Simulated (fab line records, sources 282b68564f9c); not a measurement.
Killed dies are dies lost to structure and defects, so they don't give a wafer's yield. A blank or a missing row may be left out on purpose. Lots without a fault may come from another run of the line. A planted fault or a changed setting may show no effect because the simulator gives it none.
Tool commonality check | flow rit_cmos | 14 lots, 42 wafers sampled

WHY IT WAS OPENED
At RIT_CONTACT_OVL_MEAS_09 the reading CONTACT_OVL is flagged on 2 of 14 lots. Wafers without a fault read 0.7 nm, standard deviation 1.5.
Rule: a lot is flagged when every wafer of it that has a number lies more than 4 standard deviations from that mean, or none has a number. The other lots count as sound.

lot  | measured    | on         | CONTACT_OVL (nm), wafer by wafer | flag
L632 | day 3 07:58 | overlay-02 | 1.0 1.0 0.1                      |
L633 | day 3 13:43 | overlay-02 | -1.4 0.4 -0.8                    |
L634 | day 3 16:32 | overlay-01 | 3.4 2.4 1.5                      |
L635 | day 3 23:19 | overlay-02 | 1.1 -0.9 -0.1                    |
L636 | day 4 03:25 | overlay-02 | 0.3 1.2 0.6                      |
L637 | day 4 07:10 | overlay-02 | 2.4 2.6 0.8                      |
L638 | day 4 10:17 | overlay-01 | 2.9 2.1 2.4                      |
L639 | day 4 18:53 | overlay-02 | 3.7 4.2 2.7                      |
L640 | day 4 20:35 | overlay-02 | 1.4 0.4 0.1                      |
L646 | day 6 02:40 | overlay-02 | 241.9 242.4 241.5                | FLAGGED
L648 | day 6 12:29 | overlay-02 | 239.4 238.8 239.7                | FLAGGED
L651 | day 7 04:35 | overlay-02 | 1.7 1.8 1.8                      |
L653 | day 7 15:02 | overlay-01 | 2.3 1.4 2.4                      |
L655 | day 8 03:58 | overlay-01 | -0.9 0.3 0.6                     |
The numbers of the flagged lots are 240.6 nm on average: +239.9 nm against the usual, or +99 or more standard deviations.

WHICH TOOL RAN EACH LOT
The record holds 1 process step before the reading, out of a route of 202 steps. In each cell: the tool, then ch and the chambers that the sampled wafers went through, then the start.
lot  | flag    | RIT_CONTACT_EXPOSE_05
L632 |         | iline_stepper-01 ch 0, day 3 07:21
L633 |         | iline_stepper-01 ch 0, day 3 13:04
L634 |         | iline_stepper-02 ch 0, day 3 15:54
L635 |         | iline_stepper-02 ch 0, day 3 22:41
L636 |         | iline_stepper-01 ch 0, day 4 02:47
L637 |         | iline_stepper-02 ch 0, day 4 06:32
L638 |         | iline_stepper-02 ch 0, day 4 09:33
L639 |         | iline_stepper-02 ch 0, day 4 18:16
L640 |         | iline_stepper-02 ch 0, day 4 19:59
L646 | FLAGGED | iline_stepper-01 ch 0, day 6 02:04
L648 | FLAGGED | iline_stepper-01 ch 0, day 6 11:52
L651 |         | iline_stepper-02 ch 0, day 7 03:44
L653 |         | iline_stepper-02 ch 0, day 7 14:25
L655 |         | iline_stepper-02 ch 0, day 8 03:21
What these steps do:
- RIT_CONTACT_EXPOSE_05: exposes mask M11, target cd 1000 nm.
- RIT_CONTACT_OVL_MEAS_09

FLAGGED OVER TOTAL, TOOL BY TOOL (the gauges that took the reading come last)
step                    | tool             | lots run | flagged | share of the flagged lots | sound lots run after its first flagged lot
RIT_CONTACT_EXPOSE_05   | iline_stepper-01 | 5        | 2       | all                       | 0
RIT_CONTACT_EXPOSE_05   | iline_stepper-02 | 9        | 0       | none                      | -
RIT_CONTACT_OVL_MEAS_09 | overlay-01       | 4        | 0       | none                      | -
RIT_CONTACT_OVL_MEAS_09 | overlay-02       | 10       | 2       | all                       | 1 (L651)

WHAT THE TABLE ALLOWS
2 rows of the table ran every flagged lot: iline_stepper-01 at RIT_CONTACT_EXPOSE_05, overlay-02 at RIT_CONTACT_OVL_MEAS_09.
- iline_stepper-01 at RIT_CONTACT_EXPOSE_05: 2 of its 5 lots flagged. Its last sound lot is L636 (day 4 02:47), its first flagged lot L646 (day 6 02:04): a fault that began between those two fits.
- overlay-02 at RIT_CONTACT_OVL_MEAS_09: 2 of its 10 lots flagged. Sound lots ran on it after the first flagged one (L651), which a lasting fault on the whole tool wouldn't allow.
One tool is left: iline_stepper-01 at RIT_CONTACT_EXPOSE_05.

WHAT THE SIMULATOR HAD PUT IN
Scanner matching overlay: iline_stepper-01, from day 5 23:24 on, at RIT_CONTACT_EXPOSE_05. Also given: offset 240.
Lots struck among those shown: L646, L648. The rule above found the same.
